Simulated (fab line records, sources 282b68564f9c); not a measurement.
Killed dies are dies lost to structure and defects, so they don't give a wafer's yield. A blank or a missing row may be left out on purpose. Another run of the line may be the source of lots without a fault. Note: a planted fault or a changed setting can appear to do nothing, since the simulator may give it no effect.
Which tool did it?	flow rit cmos	route of 202 steps, sampled at 1 step: 6 lots, 18 wafers

WHAT THE GAUGES SHOWED, per wafer
RIT_GATE_CD_MEAS_90: target cd 150 nm.
lot	measured	on	cd nm (nm)
L879	day 2 17:30	cd sem-01	151.3 151.0 147.6
L882	day 3 09:33	cd sem-02	148.7 145.9 148.9
L886	day 4 05:49	cd sem-02	143.4 144.0 144.7
L896	day 6 08:22	cd sem-02	145.0 147.4 147.8
L898	day 6 18:34	cd sem-01	149.6 151.0 151.7
L900	day 7 03:51	cd sem-01	150.9 152.4 152.1

WHICH TOOL RAN EACH LOT (tool, then ch and the chambers of the sampled wafers, then the start)
Record: no process step prior to these readings.

THE ANSWER, worked out from the rows above alone
Rule: usual is defined by the lots themselves. The widest of any qualifying gaps counts: lots, ordered by their means at a reading, are off when they make up no more than a third of the lots, leave a main group of 4 or more, and stand apart from it by 3 or more times the standard deviation of that group's means. A main group is skipped when, at the precision printed for the reading in the tables above, its means are all equal. Also off: a lot with no number at a reading for which 4 or more lots have one. Any other lot the step has rows for is counted as sound.
Across all readings shown, no lot is off: no conclusion can be drawn from this.

WHAT THE SIMULATOR PUT IN
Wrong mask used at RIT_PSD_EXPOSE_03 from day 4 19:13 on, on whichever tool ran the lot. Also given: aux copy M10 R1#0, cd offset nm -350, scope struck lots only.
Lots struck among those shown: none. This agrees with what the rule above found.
